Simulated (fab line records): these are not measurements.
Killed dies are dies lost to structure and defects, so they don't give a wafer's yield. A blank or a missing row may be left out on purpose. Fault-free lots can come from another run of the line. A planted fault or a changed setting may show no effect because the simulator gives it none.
The tool behind it: which one? ; flow ritCmos ; 15 lots with 45 wafers sampled at 2 steps, on a route of 202 steps

WHAT EACH GAUGE READ, for each wafer
RIT_NWELL_TW_MEAS_10.
lot;measured;on;NWELL_TW
L162;day 1 22:16;filmMetro-04;2153 2168 2154
L163;day 2 07:11;filmMetro-02;2158 2166 2164
L164;day 2 11:15;filmMetro-04;2170 2159 2166
L165;day 2 15:03;filmMetro-02;2150 2156 2154
L166;day 3 00:31;filmMetro-04;2170 2168 2159
L167;day 3 03:30;filmMetro-04;2169 2164 2167
L169;day 3 11:43;filmMetro-04;2175 2171 2163
L172;day 4 04:55;filmMetro-04;2171 2185 2181
L173;day 4 08:31;filmMetro-02;2130 2120 2117
L174;day 4 11:50;filmMetro-04;2138 2137 2136
L177;day 5 04:47;filmMetro-02;2116 2112 2108
L180;day 5 17:53;filmMetro-02;2144 2156 2144
L181;day 5 21:40;filmMetro-04;2172 2161 2157
L183;day 6 08:26;filmMetro-02;2152 2155 2156
L185;day 6 18:56;filmMetro-02;2146 2151 2155

WHAT TOOL EACH LOT RAN ON (gives the tool, then ch and the chambers of the sampled wafers, and finally the start)
lot;RIT_NWELL_IMPLANT_08
L162;implanter-04 ch 0, day 1 21:56
L163;implanter-02 ch 0, day 2 06:52
L164;implanter-01 ch 0, day 2 10:55
L165;implanter-04 ch 0, day 2 14:44
L166;implanter-04 ch 0, day 3 00:11
L167;implanter-04 ch 0, day 3 03:13
L169;implanter-02 ch 0, day 3 11:25
L172;implanter-02 ch 0, day 4 04:35
L173;implanter-02 ch 0, day 4 08:11
L174;implanter-02 ch 0, day 4 11:32
L177;implanter-02 ch 0, day 5 04:28
L180;implanter-04 ch 0, day 5 17:34
L181;implanter-04 ch 0, day 5 21:20
L183;implanter-01 ch 0, day 6 08:07
L185;implanter-01 ch 0, day 6 18:38
- RIT_NWELL_IMPLANT_08

WHAT THE TOOLS THEMSELVES READ (means of the sampled wafers that have a number; where no wafer has one, the mark that the record gives instead)
RIT_NWELL_IMPLANT_08.
lot;tool;beamEnergyKeV;doseIonsCm2;tiltDeg (degrees)
L162;implanter-04;169.96;5.000e+13;7.018
L163;implanter-02;169.98;4.998e+13;7.002
L164;implanter-01;169.99;5.006e+13;7.018
L165;implanter-04;170.02;4.991e+13;7.011
L166;implanter-04;170.00;4.997e+13;7.009
L167;implanter-04;169.96;4.992e+13;7.017
L169;implanter-02;169.99;4.996e+13;7.004
L172;implanter-02;169.98;5.010e+13;7.002
L173;implanter-02;152.94;4.999e+13;6.993
L174;implanter-02;153.01;5.004e+13;7.014
L177;implanter-02;152.98;4.998e+13;7.002
L180;implanter-04;170.03;5.001e+13;6.995
L181;implanter-04;170.05;4.997e+13;6.993
L183;implanter-01;169.93;5.004e+13;6.999
L185;implanter-01;170.01;4.998e+13;7.004

THE ANSWER, worked out from the rows above alone
Rule: what is usual is taken from the lots themselves. Put in order of their means at a reading, lots are off if they are a third of the lots or fewer, leave a main group of 4 or more, and stand apart from it by a gap of 3 or more times the standard deviation of the main group's means; of several such gaps the widest counts. A main group whose means are all the same, to the digits that the tables above print for the reading, isn't used. Also off: a lot with no number at a reading for which 4 or more lots have one. All remaining lots with rows at the step are treated as sound. After the gauges, taken in route order, come the tools' own readings; for these a lot's mean is taken, as printed above. The first step at which some lot is off is used, and at that step the reading that is off furthest; a lot without a number counts as furthest.
Off: L173, L174, L177 (RIT_NWELL_IMPLANT_08, beamEnergyKeV). Mean 169.99 and standard deviation 0.032 in the main group.
If a tool, at that step or one of the process steps before it, ran each lot that is off and ran no sound lot following the first of them, it fits. One fits: implanter-02 at RIT_NWELL_IMPLANT_08. Its last sound lot is L172 (day 4 04:35), its first lot that is off L173 (day 4 08:11): a fault that began between those two fits.
The tool's own readings at RIT_NWELL_IMPLANT_08 bear it out: on the lots that are off they differ by more than 5 times the standard deviation of the sound lots' means. beamEnergyKeV reads 152.98 there against 169.99 on the sound lots.

WHAT WAS PUT IN BY THE SIMULATOR
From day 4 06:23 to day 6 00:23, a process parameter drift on implanter-02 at RIT_NWELL_IMPLANT_08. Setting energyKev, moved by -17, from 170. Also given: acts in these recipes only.
Lots struck among those shown: L173, L174, L177. This agrees with what the rule above found.
